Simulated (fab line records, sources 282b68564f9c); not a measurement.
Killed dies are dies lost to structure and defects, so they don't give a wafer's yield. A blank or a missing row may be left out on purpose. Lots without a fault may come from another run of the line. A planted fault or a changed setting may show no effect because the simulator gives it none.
Which tool did it? | flow rit_cmos | 14 lots, 42 wafers sampled, at 2 steps of a route of 202

WHAT THE GAUGES READ, wafer by wafer
The record holds no reading of a measuring or inspecting step that can be judged against a usual standard deviation.

WHICH TOOL RAN EACH LOT (tool, then ch and the chambers of the sampled wafers, then the start)
lot  | RIT_M1_HARDBAKE_11               | RIT_M1_PROBE_99
L224 | litho_track-04 ch 0, day 3 13:29 | -
L225 | litho_track-02 ch 0, day 3 20:38 | -
L226 | litho_track-02 ch 0, day 4 02:53 | -
L229 | litho_track-03 ch 0, day 4 18:08 | -
L230 | litho_track-02 ch 0, day 4 23:23 | -
L231 | litho_track-02 ch 0, day 5 01:22 | prober-01, day 5 03:53
L232 | litho_track-04 ch 0, day 5 05:26 | prober-02, day 5 07:58
L233 | litho_track-03 ch 0, day 5 13:38 | prober-01, day 5 16:08
L235 | litho_track-02 ch 0, day 5 22:42 | prober-01, day 6 01:12
L240 | litho_track-03 ch 0, day 6 20:53 | prober-02, day 6 23:23
L242 | litho_track-04 ch 0, day 7 13:35 | -
L243 | litho_track-04 ch 0, day 7 16:53 | -
L244 | litho_track-04 ch 0, day 7 21:26 | prober-01, day 7 23:59
L245 | litho_track-04 ch 0, day 8 02:47 | -
- RIT_M1_HARDBAKE_11: time 120 s.
- RIT_M1_PROBE_99

WHAT THE TOOLS THEMSELVES READ (means of the sampled wafers that have a number; where no wafer has one, the mark that the record gives instead)
RIT_M1_HARDBAKE_11.
lot  | tool           | heater_power_total_W (W) | plate_temp_C (C)
L224 | litho_track-04 | 52.02                    | 139.81
L225 | litho_track-02 | 51.95                    | 140.02
L226 | litho_track-02 | 51.96                    | 139.84
L229 | litho_track-03 | 52.07                    | 139.97
L230 | litho_track-02 | 52.12                    | 139.88
L231 | litho_track-02 | 51.60                    | 139.18
L232 | litho_track-04 | 52.01                    | 140.07
L233 | litho_track-03 | 52.05                    | 140.00
L235 | litho_track-02 | 51.66                    | 139.27
L240 | litho_track-03 | 52.05                    | 140.12
L242 | litho_track-04 | 51.99                    | 139.84
L243 | litho_track-04 | 52.06                    | 139.98
L244 | litho_track-04 | 52.04                    | 140.16
L245 | litho_track-04 | 52.01                    | 139.99

RIT_M1_PROBE_99.
lot  | tool      | defect_limited_yield (%) | killed_at_contacts | killed_at_front_end | killed_dies | killed_open | killed_short | sort_bin_3_pad_short (%) | sort_bin_5_function (%) | sort_bin_6_memory (%) | sort_n_pass | sort_yield_pct (%)
L231 | prober-01 | 96.8                     | 0.0                | 8                   | 8           | 5.0         | 3.3          | 0.3                      | 1.9                     | 1.0                   | 256         | 96.8
L232 | prober-02 | 98.4                     | 0.3                | 4                   | 4           | 2.0         | 2.3          | 0.0                      | 0.8                     | 0.9                   | 260         | 98.4
L233 | prober-01 | 97.8                     | 0.0                | 6                   | 6           | 3.3         | 2.3          | 0.0                      | 1.5                     | 0.6                   | 258         | 97.8
L235 | prober-01 | 98.3                     | 0.0                | 4                   | 4           | 3.3         | 1.0          | 0.0                      | 0.9                     | 0.8                   | 260         | 98.3
L240 | prober-02 | 98.3                     | 0.0                | 4                   | 4           | 2.3         | 2.0          | 0.0                      | 1.3                     | 0.4                   | 260         | 98.3
L244 | prober-01 | 97.1                     | 0.0                | 8                   | 8           | 4.7         | 3.0          | 0.4                      | 1.5                     | 1.0                   | 256         | 97.1

THE ANSWER, worked out from the rows above alone
Rule: what is usual is taken from the lots themselves. Put in order of their means at a reading, lots are off if they are a third of the lots or fewer, leave a main group of 4 or more, and stand apart from it by a gap of 3 or more times the standard deviation of the main group's means; of several such gaps the widest counts. A main group whose means are all the same, to the digits that the tables above print for the reading, isn't used. A lot without any number at a reading at which 4 lots or more have one is off too. The other lots that the step has rows for count as sound. The gauges are gone through in route order, then the tools' own readings, and for those a lot's mean is taken as printed above. The first step at which some lot is off is used, and at that step the reading that is off furthest; a lot without a number counts as furthest.
Off: L231, L235, at RIT_M1_HARDBAKE_11 (heater_power_total_W). The main group: mean 52.03 W, standard deviation 0.046.
A tool fits if, at that step or a process step before it, it ran every lot that is off, and no sound lot after the first of them. One fits: litho_track-02 at RIT_M1_HARDBAKE_11. Its last sound lot is L230 (day 4 23:23), its first lot that is off L231 (day 5 01:22): a fault that began between those two fits.
The tool's own readings at RIT_M1_HARDBAKE_11 bear it out: on the lots that are off they differ by more than 5 times the standard deviation of the sound lots' means. heater_power_total_W reads 51.63 W there against 52.03 W on the sound lots; plate_temp_C reads 139.23 C there against 139.97 C on the sound lots.

WHAT THE SIMULATOR HAD PUT IN
Process parameter drift: litho_track-02, from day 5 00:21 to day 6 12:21, at RIT_M1_HARDBAKE_11. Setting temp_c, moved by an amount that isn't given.
Lots struck among those shown: L231, L235. The rule above found the same.
